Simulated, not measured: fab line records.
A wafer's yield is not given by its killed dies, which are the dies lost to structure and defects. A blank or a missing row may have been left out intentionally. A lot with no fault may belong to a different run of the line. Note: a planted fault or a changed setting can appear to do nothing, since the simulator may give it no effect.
A single fault, viewed from 2 desks    flow rit cmos    each desk holds nothing but its own numbers, with what lay behind them at the end

FOR THE TOOL OWNER'S DESK: implanter-04
The tool's own readings at RIT_NRETRO_IMPLANT_08, given as means over the sampled wafers that have a number, one for each lot that went through this tool. Marked OUT: a lot whose mean sits more than 4 standard deviations from the usual mean, which makes it out of limits; the brackets give that distance.
Columns: A = dose ions cm2 at RIT_NRETRO_IMPLANT_08, usual 1.0001e+13; B = faraday current uA at RIT_NRETRO_IMPLANT_08, usual 31.8
lot   first seen here  A                             B
L986  day 2 13:29      9.9933e+12                    31.8
L991  day 3 14:18      9.9890e+12                    32.5
L993  day 3 23:12      1.0025e+13                    32.3
L100  day 5 10:42      1.8761e+13 (+99 or more) OUT  59.9 (+44) OUT
L105  day 6 10:13      1.8753e+13 (+99 or more) OUT  59.8 (+44) OUT
This desk's verdict: out of limits on L100, L105, starting with L100 at day 5 10:42 (dose ions cm2 at RIT_NRETRO_IMPLANT_08). L986, L991, L993: within limits.

METROLOGY DESK
What the gauges read for every lot (on any tool): the sampled wafers with a number, averaged. Marked OUT: a lot whose mean sits more than 4 standard deviations from the usual mean, which makes it out of limits; the brackets give that distance.
Columns: A = NRETRO_TW at RIT_NRETRO_TW_MEAS_10, usual 1040
lot   first seen here  A
L985  day 2 07:37      1032
L986  day 2 13:47      1037
L987  day 2 19:14      1037
L988  day 2 21:25      1053
L990  day 3 09:37      1049
L991  day 3 14:37      1026
L992  day 3 17:59      1049
L993  day 3 23:31      1038
L997  day 4 22:48      1033
L100  day 5 10:59      1277 (+24) OUT
L102  day 5 21:30      1050
L105  day 6 10:30      1253 (+21) OUT
L106  day 6 17:21      1023
L108  day 7 03:23      1032
This desk finds L100, L105 out of limits, with the earliest case on L100 at day 5 10:59 (NRETRO_TW at RIT_NRETRO_TW_MEAS_10). L985, L986, L987, L988, L990, L991, L992, L993, L997, L102, L106, L108: within limits.

ALL TOGETHER
The tool owner's desk could have raised an alarm at day 5 10:42, on L100, L105.
An alarm was possible from the metrology desk at day 5 10:59, on L100, L105.
On implanter-04, each named lot ran RIT_NRETRO_IMPLANT_08.

WHAT THE SIMULATOR PUT IN
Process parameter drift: implanter-04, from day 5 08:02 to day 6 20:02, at RIT_NRETRO_IMPLANT_08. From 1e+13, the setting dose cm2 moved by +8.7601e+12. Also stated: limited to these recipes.
Shown lots that were struck: L100, L105.
Fault start to first reading out of limits, in hours, per desk: tool owner, 3; metrology, 3.
